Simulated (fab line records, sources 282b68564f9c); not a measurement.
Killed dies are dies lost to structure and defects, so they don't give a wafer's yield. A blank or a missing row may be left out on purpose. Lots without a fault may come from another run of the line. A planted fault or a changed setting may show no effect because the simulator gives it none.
A struck lot beside a sound one | flow rit_cmos | 43 steps out of a route of 202
Sound: wafers L404.2, L404.5, L404.6. Struck: wafers L419.4, L419.5, L419.6. The cause comes at the end.
At each step with rows: each side's tool, then ch and its chambers, then its first start. Under that, the readings that differ: sound wafers | struck wafers | difference of the means | sigmas: that difference in standard deviations of wafers without a fault.
alike: readings whose means differ by less than 2 such deviations, and words and numbers that are the same on both sides. not compared: withheld readings, readings that some wafer has no value for, bounds like >300 that may hide the same value, and numbers for which the record gives no deviation and whose values overlap.
The two part at a step that has a row with sigmas, a row that says differs or no value, or rows on one side only. Numbers that don't overlap but have no deviation are shown without sigmas and don't part them. A reading that every wafer of one side lacks parts them only if that side has two wafers or more.

first, 1 step without rows for these wafers: RIT_GATE_CVD_08 (deposits poly-Si from SiH4, target thk 250 nm, time 2220 s).
RIT_GATE_THK_MEAS_09:
  sound on film_metro-03, day 4 00:52; struck on film_metro-03, day 8 02:17
  alike: GATE_POLY_THK
then, 6 steps without rows for these wafers: RIT_GATE_HMDS_10 (prime time 60 s); RIT_GATE_COAT_11 (resist thk 850 nm); RIT_GATE_SOFTBAKE_12 (time 60 s); RIT_GATE_EXPOSE_13 (exposes mask M6, target cd 150 nm); RIT_GATE_PEB_14; RIT_GATE_DEVELOP_15 (develop time 50 s).
RIT_GATE_CD_MEAS_16: target cd 150 nm.
  sound on cd_sem-01, day 4 01:47; struck on cd_sem-01, day 8 03:59
  alike: cd_nm
RIT_GATE_OVL_MEAS_17:
  sound on overlay-02, day 4 01:53; struck on overlay-02, day 8 04:04
  alike: GATE_OVL
then, 1 step without rows for these wafers: RIT_GATE_HARDBAKE_18 (time 60 s).
RIT_GATE_ETCH_19: etches poly-Si in SF6/CHF3/O2, stops on SiO2, time 165 s, target depth 312.5 nm.
  sound on rie_si-02 ch 1,3, day 4 02:04; struck on rie_si-01 ch 1,2,3, day 8 04:17
  alike: drypump_motor_current_A, oes_product_au, throttle_valve_pct
  not compared: rf_hours_counter_h
RIT_GATE_STRIP_20: strips in O2, time 180 s.
  sound on plasma_asher-04 ch 0,1, day 4 02:11; struck on plasma_asher-01 ch 0,1, day 8 04:23
  alike: drypump_motor_current_A
  not compared: rf_hours_counter_h
RIT_GATE_CD_MEAS_90: target cd 150 nm.
  sound on cd_sem-02, day 4 02:23; struck on cd_sem-01, day 8 04:34
  alike: cd_nm
then, 4 steps without rows for these wafers: RIT_REOX_CLEAN_00 (cleans in SC1, time 600 s); RIT_REOX_CLEAN_01 (cleans in dHF, time 30 s); RIT_REOX_CLEAN_02 (cleans in SC2, time 600 s); RIT_REOX_OXIDATION_03 (target thk 25.2 nm, ox time 5580 s).
RIT_REOX_THK_MEAS_04:
  sound on film_metro-04, day 4 08:17; struck on film_metro-04, day 8 07:55
  alike: REOX_OXIDE_THK
then, 6 steps without rows for these wafers: RIT_NLDD_HMDS_00 (prime time 60 s); RIT_NLDD_COAT_01 (resist thk 1000 nm); RIT_NLDD_SOFTBAKE_02 (time 60 s); RIT_NLDD_EXPOSE_03 (exposes mask M7, target cd 40700 nm); RIT_NLDD_PEB_04; RIT_NLDD_DEVELOP_05 (develop time 50 s).
RIT_NLDD_OVL_MEAS_06:
  sound on overlay-01, day 4 09:11; struck on overlay-01, day 8 09:16
  alike: NLDD_OVL
then, 2 steps without rows for these wafers: RIT_NLDD_HARDBAKE_07 (time 60 s); RIT_NLDD_IMPLANT_08.
RIT_NLDD_STRIP_09: strips in O2, time 180 s.
  sound on plasma_asher-03 ch 0,1, day 4 09:31; struck on plasma_asher-02 ch 0,1, day 8 09:39
  alike: drypump_motor_current_A
  not compared: rf_hours_counter_h
RIT_NLDD_TW_MEAS_10:
  sound on film_metro-02, day 4 09:42; struck on film_metro-02, day 8 09:48
  alike: NLDD_TW
then, 6 steps without rows for these wafers: RIT_PLDD_HMDS_00 (prime time 60 s); RIT_PLDD_COAT_01 (resist thk 1000 nm); RIT_PLDD_SOFTBAKE_02 (time 60 s); RIT_PLDD_EXPOSE_03 (exposes mask M8, target cd 40900 nm); RIT_PLDD_PEB_04; RIT_PLDD_DEVELOP_05 (develop time 50 s).
RIT_PLDD_OVL_MEAS_06:
  sound on overlay-01, day 4 10:44; struck on overlay-02, day 8 11:26
  alike: PLDD_OVL
then, 2 steps without rows for these wafers: RIT_PLDD_HARDBAKE_07 (time 60 s); RIT_PLDD_IMPLANT_08.
RIT_PLDD_STRIP_09: strips in O2, time 180 s.
  sound on plasma_asher-04 ch 0,1, day 4 11:04; struck on plasma_asher-04 ch 0,1, day 8 11:49
  alike: drypump_motor_current_A
  not compared: rf_hours_counter_h
RIT_PLDD_TW_MEAS_10:
  sound on film_metro-01, day 4 11:15; struck on film_metro-03, day 8 11:58
  alike: PLDD_TW
then, 1 step without rows for these wafers: RIT_SPACER_CLEAN_00 (cleans in SC1, time 600 s).
RIT_M1_PROBE_99:
  sound on prober-02, day 5 00:58; struck on prober-01, day 9 03:59
  reading             | sound | struck   | difference | sigmas
  killed_at_M0_to_M3  | 0 0 0 | 1 0 0    | +0         | +2
  killed_at_front_end | 4 6 9 | 25 42 18 | +22        | +7
  killed_dies         | 4 6 9 | 26 42 18 | +22        | +7
  killed_on_rim       | 0 2 2 | 10 7 7   | +7         | +4
  alike: killed_at_contacts, killed_open, killed_short

WHERE THEY PART
Only at RIT_M1_PROBE_99, within this record.

WHY: what the simulator had put in
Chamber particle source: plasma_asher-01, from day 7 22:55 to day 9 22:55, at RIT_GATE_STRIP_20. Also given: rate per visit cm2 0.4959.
